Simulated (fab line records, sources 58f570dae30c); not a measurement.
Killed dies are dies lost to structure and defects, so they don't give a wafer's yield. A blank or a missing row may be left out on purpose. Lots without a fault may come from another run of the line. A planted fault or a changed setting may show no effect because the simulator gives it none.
Tool commonality check | flow berkeley_cmos170 | 15 lots, 45 wafers sampled

WHY IT WAS OPENED
At UCB170_PVT_TW_MEAS_09 the reading PVT_TW is flagged on 3 of 15 lots. Wafers without a fault read 508, standard deviation 3.7.
Rule: a lot is flagged when every wafer of it that has a number lies more than 4 standard deviations from that mean, or none has a number. The other lots count as sound.

lot  | measured     | on            | PVT_TW, wafer by wafer | flag
L460 | day 4 21:59  | film_metro-01 | 505 505 505            |
L461 | day 6 03:58  | film_metro-03 | 513 515 512            |
L463 | day 6 04:35  | film_metro-01 | 506 510 507            |
L464 | day 6 04:41  | film_metro-03 | 514 514 514            |
L465 | day 7 01:34  | film_metro-01 | 643 640 639            | FLAGGED
L469 | day 7 04:43  | film_metro-01 | 638 641 641            | FLAGGED
L467 | day 7 04:59  | film_metro-03 | 646 650 650            | FLAGGED
L475 | day 8 20:53  | film_metro-03 | 510 509 511            |
L476 | day 9 01:16  | film_metro-04 | 510 509 507            |
L477 | day 9 06:03  | film_metro-04 | 513 509 510            |
L479 | day 9 17:59  | film_metro-01 | 507 506 505            |
L478 | day 9 18:37  | film_metro-01 | 503 505 504            |
L481 | day 10 02:02 | film_metro-01 | 503 503 501            |
L480 | day 10 02:52 | film_metro-04 | 511 510 509            |
L483 | day 10 03:30 | film_metro-04 | 510 508 505            |
The numbers of the flagged lots are 643 on average: +135 against the usual, or +37 standard deviations.

WHICH TOOL RAN EACH LOT
The record holds 1 process step before the reading, out of a route of 331 steps. In each cell: the tool, then ch and the chambers that the sampled wafers went through, then the start.
lot  | flag    | UCB170_NVT_COAT_01
L460 |         | litho_track-03 ch 0, day 4 18:56
L461 |         | litho_track-01 ch 0, day 6 01:26
L463 |         | litho_track-04 ch 0, day 6 01:35
L464 |         | litho_track-03 ch 0, day 6 01:36
L465 | FLAGGED | litho_track-01, day 6 19:58
L469 | FLAGGED | litho_track-03, day 6 23:40
L467 | FLAGGED | litho_track-01, day 6 23:49
L475 |         | litho_track-04 ch 0, day 8 08:29
L476 |         | litho_track-01 ch 0, day 8 18:39
L477 |         | litho_track-03 ch 0, day 9 00:11
L479 |         | litho_track-01 ch 0, day 9 15:04
L478 |         | litho_track-04 ch 0, day 9 15:07
L481 |         | litho_track-04 ch 0, day 9 21:34
L480 |         | litho_track-03 ch 0, day 9 22:29
L483 |         | litho_track-01 ch 0, day 9 22:35
What these steps do:
- UCB170_NVT_COAT_01: resist thk 900 nm.
- UCB170_PVT_TW_MEAS_09

FLAGGED OVER TOTAL, TOOL BY TOOL (the gauges that took the reading come last)
step                  | tool           | lots run | flagged | share of the flagged lots | sound lots run after its first flagged lot
UCB170_NVT_COAT_01    | litho_track-01 | 6        | 2       | some                      | 3 (L476,L479,L483)
UCB170_NVT_COAT_01    | litho_track-03 | 5        | 1       | some                      | 2 (L477,L480)
UCB170_NVT_COAT_01    | litho_track-04 | 4        | 0       | none                      | -
UCB170_PVT_TW_MEAS_09 | film_metro-01  | 7        | 2       | some                      | 3 (L479,L478,L481)
UCB170_PVT_TW_MEAS_09 | film_metro-03  | 4        | 1       | some                      | 1 (L475)
UCB170_PVT_TW_MEAS_09 | film_metro-04  | 4        | 0       | none                      | -

WHAT THE TABLE ALLOWS
No row of the table ran every flagged lot.

WHAT THE SIMULATOR HAD PUT IN
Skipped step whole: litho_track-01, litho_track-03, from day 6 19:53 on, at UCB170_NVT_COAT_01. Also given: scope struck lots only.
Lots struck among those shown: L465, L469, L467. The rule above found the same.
